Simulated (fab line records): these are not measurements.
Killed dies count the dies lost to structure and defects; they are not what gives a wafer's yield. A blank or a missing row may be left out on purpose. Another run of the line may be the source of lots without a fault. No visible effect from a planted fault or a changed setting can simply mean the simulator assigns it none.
The tool behind it: which one?    flow rit-cmos    Sampling: 7 lots, 21 wafers, 2 of 202 route steps

WHAT EACH GAUGE READ, for each wafer
RIT_GATE_THK_MEAS_07.
lot   measured     on             GATE_OXIDE_THK (nm)
L877  day 2 14:50  film-metro-01  3.07 3.04 3.02
L879  day 3 01:03  film-metro-03  3.14 3.10 3.18
L883  day 3 19:59  film-metro-03  3.05 3.10 3.15
L887  day 4 16:49  film-metro-01  3.13 3.08 3.09
L893  day 6 01:07  film-metro-01  3.08 3.01 2.99
L895  day 6 08:26  film-metro-01  3.06 2.99 3.00
L899  day 7 04:31  film-metro-02  3.03 3.11 3.09

EACH LOT AND THE TOOL THAT RAN IT (in order: tool; ch and the chambers of the sampled wafers; start)
lot   RIT_GATE_OXIDATION_05
L877  furnace-01 ch 0, day 2 13:31
L879  furnace-02 ch 0, day 2 22:47
L883  furnace-02 ch 0, day 3 18:38
L887  furnace-01 ch 0, day 4 15:29
L893  furnace-02 ch 0, day 5 22:43
L895  furnace-01 ch 0, day 6 07:07
L899  furnace-04 ch 0, day 7 03:03
- RIT_GATE_OXIDATION_05: target thk 3 nm, ox time 270 s.

THE ANSWER, worked out from the rows above alone
Rule: the lots themselves supply what counts as usual. The widest of any qualifying gaps counts: lots, ordered by their means at a reading, are off when they make up no more than a third of the lots, leave a main group of 4 or more, and stand apart from it by 3 or more times the standard deviation of that group's means. If all means in a main group match to the digits the tables above print for the reading, that group is not used. Also off: a lot with no number at a reading for which 4 or more lots have one. The other lots that the step has rows for count as sound.
Across all readings shown, no lot is off: no conclusion can be drawn from this.

WHAT THE SIMULATOR HAD PUT IN
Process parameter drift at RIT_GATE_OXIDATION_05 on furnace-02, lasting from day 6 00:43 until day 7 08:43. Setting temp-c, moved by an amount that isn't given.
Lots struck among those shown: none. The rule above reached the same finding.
